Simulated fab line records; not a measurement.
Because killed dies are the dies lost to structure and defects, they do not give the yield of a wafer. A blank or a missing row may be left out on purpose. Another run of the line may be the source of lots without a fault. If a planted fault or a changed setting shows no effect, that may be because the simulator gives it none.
fab line records :: flow rit_cmos
record:
  lots: 14
  wafers: 42
  last_day: 7
route steps=202 shown ACTIVE@4 M1@202
lots untouched by any fault: they come from a run of this same line in which no faults occurred
start_h: start of the lot's first displayed wafer, in hours after the record's first day :: wait_h: time in hours since the lot's previous step :: " unchanged from the row above :: L1.1+2: a single row standing in for several wafers :: - no value present, or no start provided :: * or withheld: withheld :: < > ~ a bound
route shown NAME@n: a module of which the file shows steps, and the number in the route of the first :: usual: average and standard deviation across the fault-free wafers :: same: alike in all rows :: chamber/n: place in a boat :: sites: the reading at each site :: _std_site: their standard deviation :: _edge_site: the outer-site mean with the inner-site mean subtracted :: radius_mm: how far each site lies from the wafer's centre :: mask NAME#n: copy n :: behind: the tool/chamber that last shaped the wafer :: hold: cause of the lot's hold/its duration in hours/its outcome :: device: which transistor (n, p or np) failed to switch :: end of line: at the end of the route, the tests of the same wafers :: a step given without rows: its recipe and nothing more :: killed: dies lost to structure and defects at the first sort, not the wafer's yield :: map: a wafer's dies, x killed, . not, _ none there
set.NAME: the run value of the setting; set.NAME@STEP: its run value at that earlier step :: model.NAME: the simulator's own value behind a step, which no gauge read
route steps across a sampled set of lots; one table per step, one row per wafer
services: a tool's chamber out of use, with start hour (start_h, from the record's first day; less than 0 if before it), hours out, and reason
== steps ==
step: RIT_ACTIVE_CVD_03
recipe:
  material: Si3N4
  target_thk_nm: 150
  temp_c: 810
  precursor: SiH2Cl2/NH3
  time_s: 1500
  pressure_mtorr: 300
  sih2cl2_flow_sccm: 60
  nh3_flow_sccm: 150
usual:
  zone_power_load_pct: 20.6/1.5
lot.wafer: L652.3
tool: lpcvd-01
chamber: 1
start_h: 12.21
wait_h: 0.0
zone_power_load_pct: 18.4

lot.wafer: L652.5
tool: lpcvd-01
chamber: 1
start_h: 12.21
wait_h: 0.0
zone_power_load_pct: 18.7

lot.wafer: L652.6
tool: lpcvd-01
chamber: 1
start_h: 12.21
wait_h: 0.0
zone_power_load_pct: 18.7

lot.wafer: L653.1
tool: lpcvd-01
chamber: 0
start_h: 17.31
wait_h: 0.1
zone_power_load_pct: 21.8

lot.wafer: L653.2
tool: lpcvd-01
chamber: 0
start_h: 17.31
wait_h: 0.1
zone_power_load_pct: 21.4

lot.wafer: L653.6
tool: lpcvd-01
chamber: 0
start_h: 17.31
wait_h: 0.1
zone_power_load_pct: 21.6

lot.wafer: L654.1
tool: lpcvd-01
chamber: 0
start_h: 23.09
wait_h: 0.1
zone_power_load_pct: 21.6

lot.wafer: L654.2
tool: lpcvd-01
chamber: 0
start_h: 23.09
wait_h: 0.1
zone_power_load_pct: 21.3

lot.wafer: L654.3
tool: lpcvd-01
chamber: 0
start_h: 23.09
wait_h: 0.1
zone_power_load_pct: 21.7

lot.wafer: L658.1
tool: lpcvd-02
chamber: 0
start_h: 44.09
wait_h: 0.1
zone_power_load_pct: 21.8

lot.wafer: L658.2
tool: lpcvd-02
chamber: 0
start_h: 44.09
wait_h: 0.1
zone_power_load_pct: 21.7

lot.wafer: L658.3
tool: lpcvd-02
chamber: 0
start_h: 44.09
wait_h: 0.1
zone_power_load_pct: 21.6

lot.wafer: L659.1
tool: lpcvd-01
chamber: 1
start_h: 47.94
wait_h: 0.6
zone_power_load_pct: 18.7

lot.wafer: L659.3
tool: lpcvd-01
chamber: 1
start_h: 47.94
wait_h: 0.6
zone_power_load_pct: 18.6

lot.wafer: L659.4
tool: lpcvd-01
chamber: 1
start_h: 47.94
wait_h: 0.6
zone_power_load_pct: 18.4

lot.wafer: L660.1
tool: lpcvd-01
chamber: 0
start_h: 52.23
wait_h: 0.1
zone_power_load_pct: 21.4

lot.wafer: L660.2
tool: lpcvd-01
chamber: 0
start_h: 52.23
wait_h: 0.1
zone_power_load_pct: 21.5

lot.wafer: L660.4
tool: lpcvd-01
chamber: 0
start_h: 52.23
wait_h: 0.1
zone_power_load_pct: 21.2

lot.wafer: L661.3
tool: lpcvd-01
chamber: 1
start_h: 58.42
wait_h: 0.4
zone_power_load_pct: 18.6

lot.wafer: L661.5
tool: lpcvd-01
chamber: 1
start_h: 58.42
wait_h: 0.4
zone_power_load_pct: 18.6

lot.wafer: L661.6
tool: lpcvd-01
chamber: 1
start_h: 58.42
wait_h: 0.4
zone_power_load_pct: 18.7

lot.wafer: L663.2
tool: lpcvd-01
chamber: 0
start_h: 67.11
wait_h: 0.0
zone_power_load_pct: 21.4

lot.wafer: L663.4
tool: lpcvd-01
chamber: 0
start_h: 67.11
wait_h: 0.0
zone_power_load_pct: 21.6

lot.wafer: L663.5
tool: lpcvd-01
chamber: 0
start_h: 67.11
wait_h: 0.0
zone_power_load_pct: 21.2

lot.wafer: L665.2
tool: lpcvd-02
chamber: 0
start_h: 78.88
wait_h: 0.0
zone_power_load_pct: 22.2

lot.wafer: L665.3
tool: lpcvd-02
chamber: 0
start_h: 78.88
wait_h: 0.0
zone_power_load_pct: 21.7

lot.wafer: L665.5
tool: lpcvd-02
chamber: 0
start_h: 78.88
wait_h: 0.0
zone_power_load_pct: 21.8

lot.wafer: L666.1
tool: lpcvd-02
chamber: 0
start_h: 82.11
wait_h: 0.1
zone_power_load_pct: 21.8

lot.wafer: L666.2
tool: lpcvd-02
chamber: 0
start_h: 82.11
wait_h: 0.1
zone_power_load_pct: 22.2

lot.wafer: L666.3
tool: lpcvd-02
chamber: 0
start_h: 82.11
wait_h: 0.1
zone_power_load_pct: 22.2

lot.wafer: L667.1
tool: lpcvd-01
chamber: 0
start_h: 88.45
wait_h: 0.1
zone_power_load_pct: 21.8

lot.wafer: L667.5
tool: lpcvd-01
chamber: 0
start_h: 88.45
wait_h: 0.1
zone_power_load_pct: 21.2

lot.wafer: L667.6
tool: lpcvd-01
chamber: 0
start_h: 88.45
wait_h: 0.1
zone_power_load_pct: 21.4

lot.wafer: L668.2
tool: lpcvd-02
chamber: 0
start_h: 92.69
wait_h: 0.0
zone_power_load_pct: 22.3

lot.wafer: L668.4
tool: lpcvd-02
chamber: 0
start_h: 92.69
wait_h: 0.0
zone_power_load_pct: 22.0

lot.wafer: L668.6
tool: lpcvd-02
chamber: 0
start_h: 92.69
wait_h: 0.0
zone_power_load_pct: 21.6

lot.wafer: L669.2
tool: lpcvd-02
chamber: 0
start_h: 97.33
wait_h: 0.0
zone_power_load_pct: 21.8

lot.wafer: L669.4
tool: lpcvd-02
chamber: 0
start_h: 97.33
wait_h: 0.0
zone_power_load_pct: 22.0

lot.wafer: L669.6
tool: lpcvd-02
chamber: 0
start_h: 97.33
wait_h: 0.0
zone_power_load_pct: 22.2

lot.wafer: L674.2
tool: lpcvd-01
chamber: 0
start_h: 124.67
wait_h: 0.0
zone_power_load_pct: 21.2

lot.wafer: L674.4
tool: lpcvd-01
chamber: 0
start_h: 124.67
wait_h: 0.0
zone_power_load_pct: 21.5

lot.wafer: L674.6
tool: lpcvd-01
chamber: 0
start_h: 124.67
wait_h: 0.0
zone_power_load_pct: 21.4
step: RIT_ACTIVE_THK_MEAS_04
recipe:
  reads: Si3N4_of_ACTIVE_CVD_03
usual:
  ACTIVE_NITRIDE_THK: 150.2/1.3
lot.wafer: L652.3
tool: film_metro-03
chamber: -
start_h: 13.65
wait_h: 0.0
ACTIVE_NITRIDE_THK[nm]: 152.5

lot.wafer: L652.5
tool: film_metro-03
chamber: -
start_h: 13.65
wait_h: 0.0
ACTIVE_NITRIDE_THK[nm]: 152.4

lot.wafer: L652.6
tool: film_metro-03
chamber: -
start_h: 13.65
wait_h: 0.0
ACTIVE_NITRIDE_THK[nm]: 153.6

lot.wafer: L653.1
tool: film_metro-04
chamber: -
start_h: 18.73
wait_h: 0.0
ACTIVE_NITRIDE_THK[nm]: 149.4

lot.wafer: L653.2
tool: film_metro-04
chamber: -
start_h: 18.73
wait_h: 0.0
ACTIVE_NITRIDE_THK[nm]: 150.7

lot.wafer: L653.6
tool: film_metro-04
chamber: -
start_h: 18.73
wait_h: 0.0
ACTIVE_NITRIDE_THK[nm]: 149.5

lot.wafer: L654.1
tool: film_metro-04
chamber: -
start_h: 24.50
wait_h: 0.0
ACTIVE_NITRIDE_THK[nm]: 150.1

lot.wafer: L654.2
tool: film_metro-04
chamber: -
start_h: 24.50
wait_h: 0.0
ACTIVE_NITRIDE_THK[nm]: 149.9

lot.wafer: L654.3
tool: film_metro-04
chamber: -
start_h: 24.50
wait_h: 0.0
ACTIVE_NITRIDE_THK[nm]: 150.8

lot.wafer: L658.1
tool: film_metro-03
chamber: -
start_h: 45.51
wait_h: 0.0
ACTIVE_NITRIDE_THK[nm]: 151.9

lot.wafer: L658.2
tool: film_metro-03
chamber: -
start_h: 45.51
wait_h: 0.0
ACTIVE_NITRIDE_THK[nm]: 151.3

lot.wafer: L658.3
tool: film_metro-03
chamber: -
start_h: 45.51
wait_h: 0.0
ACTIVE_NITRIDE_THK[nm]: 151.6

lot.wafer: L659.1
tool: film_metro-03
chamber: -
start_h: 49.35
wait_h: 0.0
ACTIVE_NITRIDE_THK[nm]: 148.0

lot.wafer: L659.3
tool: film_metro-03
chamber: -
start_h: 49.35
wait_h: 0.0
ACTIVE_NITRIDE_THK[nm]: 148.8

lot.wafer: L659.4
tool: film_metro-03
chamber: -
start_h: 49.35
wait_h: 0.0
ACTIVE_NITRIDE_THK[nm]: 148.6

lot.wafer: L660.1
tool: film_metro-03
chamber: -
start_h: 53.64
wait_h: 0.0
ACTIVE_NITRIDE_THK[nm]: 149.9

lot.wafer: L660.2
tool: film_metro-03
chamber: -
start_h: 53.64
wait_h: 0.0
ACTIVE_NITRIDE_THK[nm]: 149.8

lot.wafer: L660.4
tool: film_metro-03
chamber: -
start_h: 53.64
wait_h: 0.0
ACTIVE_NITRIDE_THK[nm]: 151.0

lot.wafer: L661.3
tool: film_metro-03
chamber: -
start_h: 59.85
wait_h: 0.0
ACTIVE_NITRIDE_THK[nm]: 151.5

lot.wafer: L661.5
tool: film_metro-03
chamber: -
start_h: 59.85
wait_h: 0.0
ACTIVE_NITRIDE_THK[nm]: 151.6

lot.wafer: L661.6
tool: film_metro-03
chamber: -
start_h: 59.85
wait_h: 0.0
ACTIVE_NITRIDE_THK[nm]: 151.7

lot.wafer: L663.2
tool: film_metro-04
chamber: -
start_h: 68.54
wait_h: 0.0
ACTIVE_NITRIDE_THK[nm]: 148.1

lot.wafer: L663.4
tool: film_metro-04
chamber: -
start_h: 68.54
wait_h: 0.0
ACTIVE_NITRIDE_THK[nm]: 148.8

lot.wafer: L663.5
tool: film_metro-04
chamber: -
start_h: 68.54
wait_h: 0.0
ACTIVE_NITRIDE_THK[nm]: 150.5

lot.wafer: L665.2
tool: film_metro-03
chamber: -
start_h: 80.31
wait_h: 0.0
ACTIVE_NITRIDE_THK[nm]: 153.0

lot.wafer: L665.3
tool: film_metro-03
chamber: -
start_h: 80.31
wait_h: 0.0
ACTIVE_NITRIDE_THK[nm]: 153.1

lot.wafer: L665.5
tool: film_metro-03
chamber: -
start_h: 80.31
wait_h: 0.0
ACTIVE_NITRIDE_THK[nm]: 152.7

lot.wafer: L666.1
tool: film_metro-04
chamber: -
start_h: 83.53
wait_h: 0.0
ACTIVE_NITRIDE_THK[nm]: 149.4

lot.wafer: L666.2
tool: film_metro-04
chamber: -
start_h: 83.53
wait_h: 0.0
ACTIVE_NITRIDE_THK[nm]: 149.5

lot.wafer: L666.3
tool: film_metro-04
chamber: -
start_h: 83.53
wait_h: 0.0
ACTIVE_NITRIDE_THK[nm]: 148.3

lot.wafer: L667.1
tool: film_metro-02
chamber: -
start_h: 89.87
wait_h: 0.0
ACTIVE_NITRIDE_THK[nm]: 149.8

lot.wafer: L667.5
tool: film_metro-02
chamber: -
start_h: 89.87
wait_h: 0.0
ACTIVE_NITRIDE_THK[nm]: 150.9

lot.wafer: L667.6
tool: film_metro-02
chamber: -
start_h: 89.87
wait_h: 0.0
ACTIVE_NITRIDE_THK[nm]: 149.8

lot.wafer: L668.2
tool: film_metro-02
chamber: -
start_h: 94.12
wait_h: 0.0
ACTIVE_NITRIDE_THK[nm]: 117.0

lot.wafer: L668.4
tool: film_metro-02
chamber: -
start_h: 94.12
wait_h: 0.0
ACTIVE_NITRIDE_THK[nm]: 117.1

lot.wafer: L668.6
tool: film_metro-02
chamber: -
start_h: 94.12
wait_h: 0.0
ACTIVE_NITRIDE_THK[nm]: 116.5

lot.wafer: L669.2
tool: film_metro-03
chamber: -
start_h: 98.76
wait_h: 0.0
ACTIVE_NITRIDE_THK[nm]: 116.2

lot.wafer: L669.4
tool: film_metro-03
chamber: -
start_h: 98.76
wait_h: 0.0
ACTIVE_NITRIDE_THK[nm]: 114.6

lot.wafer: L669.6
tool: film_metro-03
chamber: -
start_h: 98.76
wait_h: 0.0
ACTIVE_NITRIDE_THK[nm]: 114.5

lot.wafer: L674.2
tool: film_metro-02
chamber: -
start_h: 126.10
wait_h: 0.0
ACTIVE_NITRIDE_THK[nm]: 151.4

lot.wafer: L674.4
tool: film_metro-02
chamber: -
start_h: 126.10
wait_h: 0.0
ACTIVE_NITRIDE_THK[nm]: 150.8

lot.wafer: L674.6
tool: film_metro-02
chamber: -
start_h: 126.10
wait_h: 0.0
ACTIVE_NITRIDE_THK[nm]: 150.4
step: RIT_ACTIVE_ETCH_13
recipe:
  stop_on: SiO2
  chemistry: SF6
  target: Si3N4
  time_s: 201.2
  over_etch_frac: 0.4
  SF6_flow_sccm: 200
  pressure_mtorr: 260
  rf_w: 125
  target_depth_a: 2100
usual:
  drypump_motor_current_A: 5.9/0.49
  oes_product_au: 0.838/0.011
  throttle_valve_pct: 7.49/0.082
lot.wafer: L652.3
tool: rie_diel-03
chamber: 0
start_h: 14.81
wait_h: 0.1
drypump_motor_current_A: 6.0
oes_product_au: 0.817
rf_hours_counter_h: 67
throttle_valve_pct: 7.57

lot.wafer: L652.5
tool: rie_diel-03
chamber: 1
start_h: 14.81
wait_h: 0.1
drypump_motor_current_A: 6.8
oes_product_au: 0.833
rf_hours_counter_h: -
throttle_valve_pct: 7.68

lot.wafer: L652.6
tool: rie_diel-03
chamber: 0
start_h: 14.81
wait_h: 0.1
drypump_motor_current_A: 6.0
oes_product_au: 0.821
rf_hours_counter_h: -
throttle_valve_pct: 7.56

lot.wafer: L653.1
tool: rie_diel-04
chamber: 3
start_h: 20.07
wait_h: 0.1
drypump_motor_current_A: 5.7
oes_product_au: 0.835
rf_hours_counter_h: 33
throttle_valve_pct: 7.54

lot.wafer: L653.2
tool: rie_diel-04
chamber: 0
start_h: 20.07
wait_h: 0.1
drypump_motor_current_A: 5.6
oes_product_au: 0.841
rf_hours_counter_h: 49
throttle_valve_pct: 7.38

lot.wafer: L653.6
tool: rie_diel-04
chamber: 0
start_h: 20.07
wait_h: 0.1
drypump_motor_current_A: 5.6
oes_product_au: 0.845
rf_hours_counter_h: -
throttle_valve_pct: 7.39

lot.wafer: L654.1
tool: rie_diel-01
chamber: 3
start_h: 25.68
wait_h: 0.1
drypump_motor_current_A: 5.9
oes_product_au: 0.846
rf_hours_counter_h: 143
throttle_valve_pct: 7.54

lot.wafer: L654.2
tool: rie_diel-01
chamber: 1
start_h: 25.68
wait_h: 0.1
drypump_motor_current_A: 6.1
oes_product_au: 0.835
rf_hours_counter_h: 97
throttle_valve_pct: 7.39

lot.wafer: L654.3
tool: rie_diel-01
chamber: 2
start_h: 25.68
wait_h: 0.1
drypump_motor_current_A: 5.4
oes_product_au: 0.847
rf_hours_counter_h: 1
throttle_valve_pct: 7.50

lot.wafer: L658.1
tool: rie_diel-01
chamber: 2
start_h: 46.69
wait_h: 0.1
drypump_motor_current_A: 5.4
oes_product_au: 0.856
rf_hours_counter_h: 1
throttle_valve_pct: 7.47

lot.wafer: L658.2
tool: rie_diel-01
chamber: 3
start_h: 46.69
wait_h: 0.1
drypump_motor_current_A: 5.9
oes_product_au: 0.842
rf_hours_counter_h: 143
throttle_valve_pct: 7.54

lot.wafer: L658.3
tool: rie_diel-01
chamber: 3
start_h: 46.69
wait_h: 0.1
drypump_motor_current_A: 5.9
oes_product_au: 0.852
rf_hours_counter_h: -
throttle_valve_pct: 7.51

lot.wafer: L659.1
tool: rie_diel-03
chamber: 3
start_h: 50.54
wait_h: 0.1
drypump_motor_current_A: 6.4
oes_product_au: 0.815
rf_hours_counter_h: 19
throttle_valve_pct: 7.50

lot.wafer: L659.3
tool: rie_diel-03
chamber: 2
start_h: 50.54
wait_h: 0.1
drypump_motor_current_A: 5.3
oes_product_au: 0.840
rf_hours_counter_h: 6
throttle_valve_pct: 7.49

lot.wafer: L659.4
tool: rie_diel-03
chamber: 1
start_h: 50.54
wait_h: 0.1
drypump_motor_current_A: 6.8
oes_product_au: 0.832
rf_hours_counter_h: 158
throttle_valve_pct: 7.67

lot.wafer: L660.1
tool: rie_diel-01
chamber: 2
start_h: 54.82
wait_h: 0.1
drypump_motor_current_A: 5.4
oes_product_au: 0.847
rf_hours_counter_h: 1
throttle_valve_pct: 7.48

lot.wafer: L660.2
tool: rie_diel-01
chamber: 0
start_h: 54.82
wait_h: 0.1
drypump_motor_current_A: 5.1
oes_product_au: 0.852
rf_hours_counter_h: 21
throttle_valve_pct: 7.39

lot.wafer: L660.4
tool: rie_diel-01
chamber: 1
start_h: 54.82
wait_h: 0.1
drypump_motor_current_A: 6.2
oes_product_au: 0.835
rf_hours_counter_h: -
throttle_valve_pct: 7.40

lot.wafer: L661.3
tool: rie_diel-03
chamber: 0
start_h: 61.01
wait_h: 0.1
drypump_motor_current_A: 6.0
oes_product_au: 0.815
rf_hours_counter_h: 68
throttle_valve_pct: 7.57

lot.wafer: L661.5
tool: rie_diel-03
chamber: 2
start_h: 61.01
wait_h: 0.1
drypump_motor_current_A: 5.3
oes_product_au: 0.847
rf_hours_counter_h: -
throttle_valve_pct: 7.51

lot.wafer: L661.6
tool: rie_diel-03
chamber: 1
start_h: 61.01
wait_h: 0.1
drypump_motor_current_A: 6.8
oes_product_au: 0.840
rf_hours_counter_h: -
throttle_valve_pct: 7.66

lot.wafer: L663.2
tool: rie_diel-04
chamber: 2
start_h: 69.83
wait_h: 0.1
drypump_motor_current_A: 6.2
oes_product_au: 0.837
rf_hours_counter_h: 4
throttle_valve_pct: 7.47

lot.wafer: L663.4
tool: rie_diel-04
chamber: 0
start_h: 69.83
wait_h: 0.1
drypump_motor_current_A: 5.6
oes_product_au: 0.843
rf_hours_counter_h: 50
throttle_valve_pct: 7.38

lot.wafer: L663.5
tool: rie_diel-04
chamber: 1
start_h: 69.83
wait_h: 0.1
drypump_motor_current_A: 6.4
oes_product_au: 0.842
rf_hours_counter_h: -
throttle_valve_pct: 7.38

lot.wafer: L665.2
tool: rie_diel-03
chamber: 2
start_h: 81.55
wait_h: 0.1
drypump_motor_current_A: 5.3
oes_product_au: 0.851
rf_hours_counter_h: 6
throttle_valve_pct: 7.50

lot.wafer: L665.3
tool: rie_diel-03
chamber: 1
start_h: 81.55
wait_h: 0.1
drypump_motor_current_A: 6.8
oes_product_au: 0.849
rf_hours_counter_h: 158
throttle_valve_pct: 7.66

lot.wafer: L665.5
tool: rie_diel-03
chamber: 1
start_h: 81.55
wait_h: 0.1
drypump_motor_current_A: 6.8
oes_product_au: 0.845
rf_hours_counter_h: -
throttle_valve_pct: 7.66

lot.wafer: L666.1
tool: rie_diel-01
chamber: 3
start_h: 84.71
wait_h: 0.1
drypump_motor_current_A: 5.9
oes_product_au: 0.833
rf_hours_counter_h: 144
throttle_valve_pct: 7.55

lot.wafer: L666.2
tool: rie_diel-01
chamber: 1
start_h: 84.71
wait_h: 0.1
drypump_motor_current_A: 6.2
oes_product_au: 0.835
rf_hours_counter_h: 98
throttle_valve_pct: 7.40

lot.wafer: L666.3
tool: rie_diel-01
chamber: 0
start_h: 84.71
wait_h: 0.1
drypump_motor_current_A: 5.1
oes_product_au: 0.842
rf_hours_counter_h: 22
throttle_valve_pct: 7.39

lot.wafer: L667.1
tool: rie_diel-04
chamber: 1
start_h: 91.17
wait_h: 0.1
drypump_motor_current_A: 6.4
oes_product_au: 0.842
rf_hours_counter_h: 151
throttle_valve_pct: 7.36

lot.wafer: L667.5
tool: rie_diel-04
chamber: 2
start_h: 91.17
wait_h: 0.1
drypump_motor_current_A: 6.2
oes_product_au: 0.836
rf_hours_counter_h: -
throttle_valve_pct: 7.48

lot.wafer: L667.6
tool: rie_diel-04
chamber: 3
start_h: 91.17
wait_h: 0.1
drypump_motor_current_A: 5.7
oes_product_au: 0.841
rf_hours_counter_h: -
throttle_valve_pct: 7.53

lot.wafer: L668.2
tool: rie_diel-03
chamber: 1
start_h: 95.29
wait_h: 0.1
drypump_motor_current_A: 6.8
oes_product_au: 0.736
rf_hours_counter_h: 159
throttle_valve_pct: 7.67

lot.wafer: L668.4
tool: rie_diel-03
chamber: 3
start_h: 95.29
wait_h: 0.1
drypump_motor_current_A: 6.4
oes_product_au: 0.728
rf_hours_counter_h: 20
throttle_valve_pct: 7.52

lot.wafer: L668.6
tool: rie_diel-03
chamber: 2
start_h: 95.29
wait_h: 0.1
drypump_motor_current_A: 5.3
oes_product_au: 0.741
rf_hours_counter_h: -
throttle_valve_pct: 7.48

lot.wafer: L669.2
tool: rie_diel-01
chamber: 2
start_h: 99.93
wait_h: 0.1
drypump_motor_current_A: 5.4
oes_product_au: 0.743
rf_hours_counter_h: 2
throttle_valve_pct: 7.48

lot.wafer: L669.4
tool: rie_diel-01
chamber: 0
start_h: 99.93
wait_h: 0.1
drypump_motor_current_A: 5.1
oes_product_au: 0.734
rf_hours_counter_h: 22
throttle_valve_pct: 7.39

lot.wafer: L669.6
tool: rie_diel-01
chamber: 3
start_h: 99.93
wait_h: 0.1
drypump_motor_current_A: 5.9
oes_product_au: 0.732
rf_hours_counter_h: -
throttle_valve_pct: 7.53

lot.wafer: L674.2
tool: rie_diel-03
chamber: 3
start_h: 127.27
wait_h: 0.1
drypump_motor_current_A: 6.4
oes_product_au: 0.829
rf_hours_counter_h: 20
throttle_valve_pct: 7.53

lot.wafer: L674.4
tool: rie_diel-03
chamber: 3
start_h: 127.27
wait_h: 0.1
drypump_motor_current_A: 6.4
oes_product_au: 0.830
rf_hours_counter_h: -
throttle_valve_pct: 7.54

lot.wafer: L674.6
tool: rie_diel-03
chamber: 0
start_h: 127.27
wait_h: 0.1
drypump_motor_current_A: 6.0
oes_product_au: 0.813
rf_hours_counter_h: -
throttle_valve_pct: 7.58
step: RIT_M1_PROBE_99
usual:
  killed_at_contacts: 0.0/0.22
  killed_at_front_end: 7/3.3
  killed_dies: 7/3.3
  killed_on_rim: 1.9/1.4
  killed_open: 3.3/1.9
  killed_short: 3.6/2.1
same:
  gross_dies: 264
  killed_at_M0_to_M3: 0
  killed_at_M4_up: 0
  killed_at_back_side: 0
  killed_at_other: 0
lot.wafer: L661.3
tool: prober-02
chamber: -
start_h: 104.51
wait_h: 0.2
killed_at_contacts: 0
killed_at_front_end: 13
killed_dies: 13
killed_on_rim: 1
killed_open: 6
killed_short: 7

lot.wafer: L661.5
tool: prober-02
chamber: -
start_h: 104.61
wait_h: 0.2
killed_at_contacts: 0
killed_at_front_end: 10
killed_dies: 10
killed_on_rim: 3
killed_open: 8
killed_short: 2

lot.wafer: L661.6
tool: prober-02
chamber: -
start_h: 104.66
wait_h: 0.2
killed_at_contacts: 0
killed_at_front_end: 4
killed_dies: 4
killed_on_rim: 2
killed_open: 2
killed_short: 2
killed by level:class
L661.3 FOX1:geometric_particle:short=2 FOX2:geometric_particle:open=2 ACTIVE:geometric_particle:short=1 FOX1:geometric_particle:open=1 FOX2:geometric_particle:short=1 GATE:geometric_particle:short=1 REOX:geometric_particle:short=1 REOX:geometric_particle:open=1
L661.5 GATE:geometric_particle:open=5 GATE:geometric_particle:short=2 FOX2:geometric_particle:open=1 REOX:geometric_particle:open=1 SPACER:geometric_particle:open=1
L661.6 GATE:geometric_particle:short=2 FOX1:geometric_particle:open=1 GATE:geometric_particle:open=1
== services ==
tool: rie_diel-04
chamber: 3
start_h: -7.78
hours: 13.6
kind: repair

tool: rie_diel-03
chamber: 2
start_h: 13.62
hours: 4.4
kind: repair

tool: rie_diel-04
chamber: -
start_h: 21.50
hours: 0.3
kind: repair

tool: rie_diel-01
chamber: 0
start_h: 43.39
hours: 5.3
kind: repair

tool: rie_diel-01
chamber: 1
start_h: 43.80
hours: 5.5
kind: repair

tool: rie_diel-01
chamber: 3
start_h: 47.80
hours: 8.6
kind: repair

tool: rie_diel-04
chamber: 2
start_h: 54.72
hours: 5.8
kind: repair

tool: rie_diel-03
chamber: 1
start_h: 68.17
hours: 6.2
kind: repair

tool: rie_diel-01
chamber: 1
start_h: 68.45
hours: 7.7
kind: repair

tool: rie_diel-03
chamber: 0
start_h: 68.49
hours: 5.7
kind: repair

tool: rie_diel-03
chamber: -
start_h: 85.58
hours: 0.6
kind: repair

tool: rie_diel-03
chamber: 2
start_h: 96.21
hours: 16.5
kind: repair

tool: rie_diel-01
chamber: 2
start_h: 102.47
hours: 12.0
kind: repair

tool: rie_diel-03
chamber: 1
start_h: 112.70
hours: -
kind: clean

tool: rie_diel-03
chamber: 1
start_h: 112.70
hours: 15.8
kind: scheduled_down

tool: rie_diel-03
chamber: 1
start_h: 112.70
hours: 15.8
kind: vent_cycle

tool: rie_diel-03
chamber: 3
start_h: 121.65
hours: 1.3
kind: repair

tool: rie_diel-04
chamber: -
start_h: 126.30
hours: 2.6
kind: repair
== key ==
first_sign:
  step: RIT_ACTIVE_THK_MEAS_04
  reading: ACTIVE_NITRIDE_THK
  direction: down
  sigmas: 27
  usual: 150.2
  struck: 116.0
effect:
  step: RIT_ACTIVE_ETCH_13
  reading: oes_product_au
  direction: down
  sigmas: 9.1
  usual: 0.838
  struck: 0.736
met_at RIT_ACTIVE_CVD_03
struck_lots L668,L669
tester_left_out L668,L669
onset_between 82.11 92.69
fault:
  kind: process_parameter_drift
  tool: lpcvd-02
  chamber: -
  onset_h: 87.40
  steps: RIT_ACTIVE_CVD_03
  channel: target_thk_nm
  offset: -34.145
  shape: step
  end_h: 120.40
  acts_in: these_recipes_only
  stated: 150
tester_left_out: of these lots the tester's yield and bins aren't shown, on N5 and GAA mostly nor the transistor test; their killed dies are dies lost to structure and defects alone, not to doping, threshold or leakage, so they don't give the yield
